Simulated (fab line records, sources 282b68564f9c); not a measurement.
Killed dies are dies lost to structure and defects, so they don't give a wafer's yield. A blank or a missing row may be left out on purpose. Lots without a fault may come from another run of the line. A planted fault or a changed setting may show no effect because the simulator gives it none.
Which tool did it? | flow rit_cmos | 7 lots, 21 wafers sampled, at 2 steps of a route of 202

WHAT THE GAUGES READ, wafer by wafer
RIT_M1_CD_MEAS_90: target cd 2600 nm.
lot  | measured    | on        | cd_nm (nm)
L608 | day 4 03:42 | cd_sem-02 | 2597.3 2597.2 2597.1
L611 | day 4 19:23 | cd_sem-01 | 2601.5 2601.1 2600.2
L613 | day 5 06:30 | cd_sem-02 | 2602.8 2604.4 2603.8
L615 | day 5 11:42 | cd_sem-01 | - - -
L618 | day 6 01:03 | cd_sem-01 | 2601.4 2599.3 2599.2
L625 | day 7 08:43 | cd_sem-02 | 2599.7 2597.9 2599.9
L628 | day 8 05:27 | cd_sem-01 | 2598.6 2601.9 2598.3

WHICH TOOL RAN EACH LOT (tool, then ch and the chambers of the sampled wafers, then the start)
lot  | RIT_M1_METAL_ETCH_12
L608 | rie_metal-03 ch 0,1, day 4 03:11
L611 | rie_metal-03 ch 0,1, day 4 18:52
L613 | rie_metal-04 ch 0,1, day 5 06:00
L615 | rie_metal-02 ch 0,1, day 5 11:11
L618 | rie_metal-02 ch 0,1, day 6 00:33
L625 | rie_metal-02 ch 0, day 7 08:11
L628 | rie_metal-02 ch 0,1, day 8 04:57
- RIT_M1_METAL_ETCH_12: etches Al in Cl2/BCl3, stops on SiO2, time 165 s, target depth 600 nm.

THE ANSWER, worked out from the rows above alone
Rule: what is usual is taken from the lots themselves. Put in order of their means at a reading, lots are off if they are a third of the lots or fewer, leave a main group of 4 or more, and stand apart from it by a gap of 3 or more times the standard deviation of the main group's means; of several such gaps the widest counts. A main group whose means are all the same, to the digits that the tables above print for the reading, isn't used. A lot without any number at a reading at which 4 lots or more have one is off too. The other lots that the step has rows for count as sound.
Off: L615, at RIT_M1_CD_MEAS_90 (cd_nm). Without a number there: L615. The main group: mean 2600.1 nm, standard deviation 2.
A tool fits if, at a process step before that reading, it ran every lot that is off, and no sound lot after the first of them. The gauges at RIT_M1_CD_MEAS_90 are tried like those tools. None of those tried fits.

WHAT THE SIMULATOR HAD PUT IN
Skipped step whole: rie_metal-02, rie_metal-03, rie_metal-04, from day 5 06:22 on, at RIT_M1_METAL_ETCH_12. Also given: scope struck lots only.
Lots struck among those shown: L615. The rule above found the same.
